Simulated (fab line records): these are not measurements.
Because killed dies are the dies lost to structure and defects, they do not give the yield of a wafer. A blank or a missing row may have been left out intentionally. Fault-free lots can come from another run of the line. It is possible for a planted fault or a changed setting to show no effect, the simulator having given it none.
Tool commonality check || flow ritCmos || 13 lots and 39 wafers in the sample

== REASON FOR OPENING ==
Of 13 lots, 1 have the reading PSD_TW flagged at RIT_PSD_TW_MEAS_10. Fault-free wafers read 3409, with a standard deviation of 30.
Rule: flag the lot when none of its wafers has a number, or when each of its wafers that has one lies beyond 4 standard deviations from that mean. As for the other lots, they are considered sound.

{"lot": "L456", "measured": "day 3 14:31", "on": "filmMetro-01", "PSD_TW, wafer by wafer": "3385 3362 3365", "flag": ""}
{"lot": "L457", "measured": "day 3 17:08", "on": "filmMetro-01", "PSD_TW, wafer by wafer": "3376 3370 3379", "flag": ""}
{"lot": "L458", "measured": "day 3 19:43", "on": "filmMetro-01", "PSD_TW, wafer by wafer": "3384 3363 3387", "flag": ""}
{"lot": "L459", "measured": "day 4 08:25", "on": "filmMetro-02", "PSD_TW, wafer by wafer": "3442 3447 3450", "flag": ""}
{"lot": "L460", "measured": "day 4 09:02", "on": "filmMetro-01", "PSD_TW, wafer by wafer": "3371 3357 3369", "flag": ""}
{"lot": "L462", "measured": "day 4 22:52", "on": "filmMetro-02", "PSD_TW, wafer by wafer": "3456 3451 3446", "flag": ""}
{"lot": "L464", "measured": "day 5 05:52", "on": "filmMetro-02", "PSD_TW, wafer by wafer": "3419 3434 3406", "flag": ""}
{"lot": "L465", "measured": "day 5 09:41", "on": "filmMetro-02", "PSD_TW, wafer by wafer": "3444 3421 3425", "flag": ""}
{"lot": "L467", "measured": "day 5 21:32", "on": "filmMetro-02", "PSD_TW, wafer by wafer": "30 30 30", "flag": "FLAGGED"}
{"lot": "L475", "measured": "day 7 22:10", "on": "filmMetro-04", "PSD_TW, wafer by wafer": "3423 3400 3422", "flag": ""}
{"lot": "L477", "measured": "day 8 03:07", "on": "filmMetro-02", "PSD_TW, wafer by wafer": "3419 3415 3424", "flag": ""}
{"lot": "L476", "measured": "day 8 04:38", "on": "filmMetro-04", "PSD_TW, wafer by wafer": "3412 3411 3412", "flag": ""}
{"lot": "L478", "measured": "day 8 08:41", "on": "filmMetro-01", "PSD_TW, wafer by wafer": "3374 3361 3355", "flag": ""}
The numbers of the flagged lots are 30 on average: -3379 against the usual, or -99 or more standard deviations.

== WHICH TOOL RAN EACH LOT ==
The record holds 1 process step before the reading, out of a route of 202 steps. Read each cell as the tool, then ch plus the chambers that the sampled wafers visited, then the start.
{"lot": "L456", "flag": "", "RIT_PSD_EXPOSE_03": "ilineStepper-01 ch 0, day 3 13:35"}
{"lot": "L457", "flag": "", "RIT_PSD_EXPOSE_03": "ilineStepper-01 ch 0, day 3 16:14"}
{"lot": "L458", "flag": "", "RIT_PSD_EXPOSE_03": "ilineStepper-02 ch 0, day 3 18:46"}
{"lot": "L459", "flag": "", "RIT_PSD_EXPOSE_03": "ilineStepper-01 ch 0, day 4 07:16"}
{"lot": "L460", "flag": "", "RIT_PSD_EXPOSE_03": "ilineStepper-01 ch 0, day 4 07:43"}
{"lot": "L462", "flag": "", "RIT_PSD_EXPOSE_03": "ilineStepper-02 ch 0, day 4 21:47"}
{"lot": "L464", "flag": "", "RIT_PSD_EXPOSE_03": "ilineStepper-01 ch 0, day 5 04:58"}
{"lot": "L465", "flag": "", "RIT_PSD_EXPOSE_03": "ilineStepper-01 ch 0, day 5 08:46"}
{"lot": "L467", "flag": "FLAGGED", "RIT_PSD_EXPOSE_03": "ilineStepper-01 ch 0, day 5 20:39"}
{"lot": "L475", "flag": "", "RIT_PSD_EXPOSE_03": "ilineStepper-02 ch 0, day 7 21:17"}
{"lot": "L477", "flag": "", "RIT_PSD_EXPOSE_03": "ilineStepper-01 ch 0, day 8 02:07"}
{"lot": "L476", "flag": "", "RIT_PSD_EXPOSE_03": "ilineStepper-02 ch 0, day 8 03:44"}
{"lot": "L478", "flag": "", "RIT_PSD_EXPOSE_03": "ilineStepper-02 ch 0, day 8 07:47"}
These steps, and what they do:
- RIT_PSD_EXPOSE_03: exposes mask M10, target cd 40900 nm.
- RIT_PSD_TW_MEAS_10

== FLAGGED OVER TOTAL, TOOL BY TOOL (the gauges that took the reading come last) ==
{"step": "RIT_PSD_EXPOSE_03", "tool": "ilineStepper-01", "lots run": 8, "flagged": 1, "share of the flagged lots": "all", "sound lots run after its first flagged lot": "1 (L477)"}
{"step": "RIT_PSD_EXPOSE_03", "tool": "ilineStepper-02", "lots run": 5, "flagged": 0, "share of the flagged lots": "none", "sound lots run after its first flagged lot": "-"}
{"step": "RIT_PSD_TW_MEAS_10", "tool": "filmMetro-01", "lots run": 5, "flagged": 0, "share of the flagged lots": "none", "sound lots run after its first flagged lot": "-"}
{"step": "RIT_PSD_TW_MEAS_10", "tool": "filmMetro-02", "lots run": 6, "flagged": 1, "share of the flagged lots": "all", "sound lots run after its first flagged lot": "1 (L477)"}
{"step": "RIT_PSD_TW_MEAS_10", "tool": "filmMetro-04", "lots run": 2, "flagged": 0, "share of the flagged lots": "none", "sound lots run after its first flagged lot": "-"}

== WHAT THE TABLE ALLOWS ==
In 2 table rows, all flagged lots were run: ilineStepper-01 (RIT_PSD_EXPOSE_03), filmMetro-02 (RIT_PSD_TW_MEAS_10).
- ilineStepper-01 at RIT_PSD_EXPOSE_03 ran 8 lots, 1 of them flagged. Sound lots ran on it after the first flagged one (L477), which a lasting fault on the whole tool wouldn't allow.
- filmMetro-02 at RIT_PSD_TW_MEAS_10 ran 6 lots, 1 of them flagged. Sound lots ran on it after the first flagged one (L477), which a lasting fault on the whole tool wouldn't allow.
None of the table's rows ran every flagged lot and, after the first, no sound lot.

== WHAT HAD BEEN PUT IN BY THE SIMULATOR ==
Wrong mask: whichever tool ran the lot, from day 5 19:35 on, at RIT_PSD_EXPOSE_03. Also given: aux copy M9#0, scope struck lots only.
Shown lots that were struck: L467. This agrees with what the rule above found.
